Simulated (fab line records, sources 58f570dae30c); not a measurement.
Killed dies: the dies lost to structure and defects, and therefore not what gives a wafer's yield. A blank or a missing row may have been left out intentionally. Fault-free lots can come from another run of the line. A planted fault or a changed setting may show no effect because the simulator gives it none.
What tool caused it? + flow berkeley_cmos170 + 42 wafers from 14 lots sampled at 4 of the route's 331 steps

WHAT EACH GAUGE READ, for each wafer
UCB170_V1_OVL_MEAS_13. Usual: for V1_OVL the level is 0 nm and the standard deviation is 6.3.
| lot  | measured     | on         | V1_OVL (nm) | flag |
|------|--------------|------------|-------------|------|
| L244 | day 8 17:29  | overlay-02 | 4 -2 2      |      |
| L245 | day 8 14:44  | overlay-02 | 1 -7 6      |      |
| L251 | day 9 14:41  | overlay-01 | -6 -9 -10   |      |
| L246 | day 9 20:46  | overlay-01 | 3 2 4       |      |
| L250 | day 9 18:39  | overlay-02 | 6 6 9       |      |
| L247 | day 9 21:29  | overlay-01 | -4 0 -1     |      |
| L252 | day 9 21:19  | overlay-02 | -8 -8 -5    |      |
| L253 | day 9 22:04  | overlay-01 | 7 -1 12     |      |
| L249 | day 9 21:02  | overlay-01 | 3 -3 -4     |      |
| L255 | day 10 10:28 | overlay-01 | 2 -10 -1    |      |
| L259 | day 11 09:05 | overlay-02 | -4 -10 -4   |      |
| L266 | day 12 11:10 | overlay-02 | -2 4 0      |      |
| L262 | day 12 14:46 | overlay-01 | -2 2 -1     |      |
| L267 | day 12 14:06 | overlay-01 | 3 -3 -2     |      |

UCB170_M3_OVL_MEAS_16. Usual: for M3_OVL the level is 1 nm and the standard deviation is 5.6.
| lot  | measured     | on         | M3_OVL (nm) | flag |
|------|--------------|------------|-------------|------|
| L244 | day 9 06:10  | overlay-01 | 4 7 1       |      |
| L245 | day 9 02:49  | overlay-02 | 3 7 -2      |      |
| L251 | day 10 02:23 | overlay-02 | -7 -1 -4    |      |
| L246 | day 10 09:33 | overlay-02 | 6 8 3       |      |
| L250 | day 10 07:05 | overlay-01 | 5 13 11     |      |
| L247 | day 10 10:08 | overlay-01 | -1 2 6      |      |
| L252 | day 10 09:52 | overlay-01 | 2 10 10     |      |
| L253 | day 10 10:17 | overlay-02 | 1 0 4       |      |
| L249 | day 10 09:51 | overlay-02 | -5 -2 7     |      |
| L255 | day 10 20:17 | overlay-01 | -7 -5 -2    |      |
| L259 | day 11 21:05 | overlay-02 | 4 0 -4      |      |
| L266 | day 12 19:46 | overlay-01 | -13 -7 -7   |      |
| L262 | day 12 23:35 | overlay-02 | 4 2 -3      |      |
| L267 | day 12 22:44 | overlay-02 | 4 0 -2      |      |

WHAT TOOL EACH LOT RAN ON (gives the tool, then ch and the chambers of the sampled wafers, and finally the start)
| lot  | UCB170_BACKSIDE_STRIP_03             | UCB170_V2_CMP_02              |
|------|--------------------------------------|-------------------------------|
| L244 | plasma_asher-02 ch 0,1, day 8 02:04  | cmp-01 ch 1,3, day 8 21:17    |
| L245 | plasma_asher-03 ch 0,1, day 8 02:04  | cmp-01 ch 0,1,2, day 8 18:37  |
| L251 | plasma_asher-03 ch 0,1, day 9 03:53  | cmp-02 ch 1,2, day 9 18:07    |
| L246 | plasma_asher-02 ch 0,1, day 9 03:53  | cmp-01 ch 1,2, day 10 02:20   |
| L250 | plasma_asher-04 ch 0, day 9 04:19    | cmp-01 ch 1,2, day 9 23:11    |
| L247 | plasma_asher-03 ch 0,1, day 9 04:19  | cmp-02 ch 0,1,3, day 10 02:50 |
| L252 | plasma_asher-04 ch 0,1, day 9 04:46  | cmp-01 ch 2,3, day 10 02:35   |
| L253 | plasma_asher-03 ch 0,1, day 9 04:46  | cmp-01 ch 1,2,3, day 10 03:13 |
| L249 | plasma_asher-02 ch 0,1, day 9 05:13  | cmp-02 ch 0,2,3, day 10 02:27 |
| L255 | plasma_asher-04 ch 0,1, day 9 17:09  | cmp-02 ch 0,2,3, day 10 13:39 |
| L259 | plasma_asher-02 ch 0,1, day 10 20:25 | cmp-02 ch 0,1,3, day 11 14:11 |
| L266 | plasma_asher-03 ch 0,1, day 11 22:50 | cmp-02 ch 0,2,3, day 12 14:42 |
| L262 | plasma_asher-02 ch 0,1, day 12 01:09 | cmp-02 ch 0,1,3, day 12 19:24 |
| L267 | plasma_asher-04 ch 0,1, day 12 01:11 | cmp-02 ch 2,3, day 12 18:12   |
- UCB170_BACKSIDE_STRIP_03: strips in O2.
- UCB170_V2_CMP_02: polishes SiO2.

WHAT THE TOOLS THEMSELVES READ (means of the sampled wafers that have a number; where no wafer has one, the mark that the record gives instead)
UCB170_BACKSIDE_STRIP_03. Usual: drypump_motor_current_A 5.7 A, standard deviation 0.39; oes_product_au 0.734 a.u., standard deviation 0.0041; strip_time_to_endpoint_s 21.96 s, standard deviation 0.056.
| lot  | tool            | drypump_motor_current_A (A) | oes_product_au (a.u.) | strip_time_to_endpoint_s (s) | flag |
|------|-----------------|-----------------------------|-----------------------|------------------------------|------|
| L244 | plasma_asher-02 | 6.0                         | 0.731                 | 21.94                        |      |
| L245 | plasma_asher-03 | 5.3                         | 0.731                 | 21.90                        |      |
| L251 | plasma_asher-03 | 5.3                         | 0.735                 | 21.94                        |      |
| L246 | plasma_asher-02 | 6.0                         | 0.733                 | 21.94                        |      |
| L250 | plasma_asher-04 | 5.6                         | 0.731                 | 21.98                        |      |
| L247 | plasma_asher-03 | 5.4                         | 0.734                 | 21.87                        |      |
| L252 | plasma_asher-04 | 5.5                         | 0.739                 | 22.06                        |      |
| L253 | plasma_asher-03 | 5.3                         | 0.732                 | 21.96                        |      |
| L249 | plasma_asher-02 | 6.0                         | 0.732                 | 22.01                        |      |
| L255 | plasma_asher-04 | 5.4                         | 0.732                 | 21.98                        |      |
| L259 | plasma_asher-02 | 6.0                         | 0.733                 | 21.95                        |      |
| L266 | plasma_asher-03 | 5.3                         | 0.733                 | 22.00                        |      |
| L262 | plasma_asher-02 | 6.2                         | 0.737                 | 21.93                        |      |
| L267 | plasma_asher-04 | 5.5                         | 0.736                 | 21.93                        |      |

UCB170_V2_CMP_02. Usual: motor_current_A 15.3 A, standard deviation 0.97; slurry_filter_dp_kPa 13.52 kPa, standard deviation 0.15.
| lot  | tool   | motor_current_A (A) | slurry_filter_dp_kPa (kPa) | flag |
|------|--------|---------------------|----------------------------|------|
| L244 | cmp-01 | 15.9                | 13.69                      |      |
| L245 | cmp-01 | 14.8                | 13.55                      |      |
| L251 | cmp-02 | 15.3                | 13.44                      |      |
| L246 | cmp-01 | 14.8                | 13.46                      |      |
| L250 | cmp-01 | 15.4                | 13.40                      |      |
| L247 | cmp-02 | 15.3                | 13.42                      |      |
| L252 | cmp-01 | 15.5                | 13.55                      |      |
| L253 | cmp-01 | 15.9                | 13.52                      |      |
| L249 | cmp-02 | 15.1                | 13.41                      |      |
| L255 | cmp-02 | 14.9                | 13.48                      |      |
| L259 | cmp-02 | 15.7                | 13.43                      |      |
| L266 | cmp-02 | 14.8                | 13.48                      |      |
| L262 | cmp-02 | 14.9                | 13.46                      |      |
| L267 | cmp-02 | 15.3                | 13.74                      |      |

THE ANSWER, worked out from the rows above alone
Rule: take the mean of a lot's wafers that have a number; if it is more than 3 standard deviations from the usual mean, the lot is off. Also off: a lot with no number at a reading for which 4 or more lots have one. Any other lot the step has rows for is counted as sound. The gauges are gone through in route order, then the tools' own readings, and for those a lot's mean is taken as printed above. At the first step where some lot is off, the reading lying furthest off is the one used; lots without a number count as furthest.
None of the lots is off at any reading shown; this tells nothing.

WHAT THE SIMULATOR PUT IN
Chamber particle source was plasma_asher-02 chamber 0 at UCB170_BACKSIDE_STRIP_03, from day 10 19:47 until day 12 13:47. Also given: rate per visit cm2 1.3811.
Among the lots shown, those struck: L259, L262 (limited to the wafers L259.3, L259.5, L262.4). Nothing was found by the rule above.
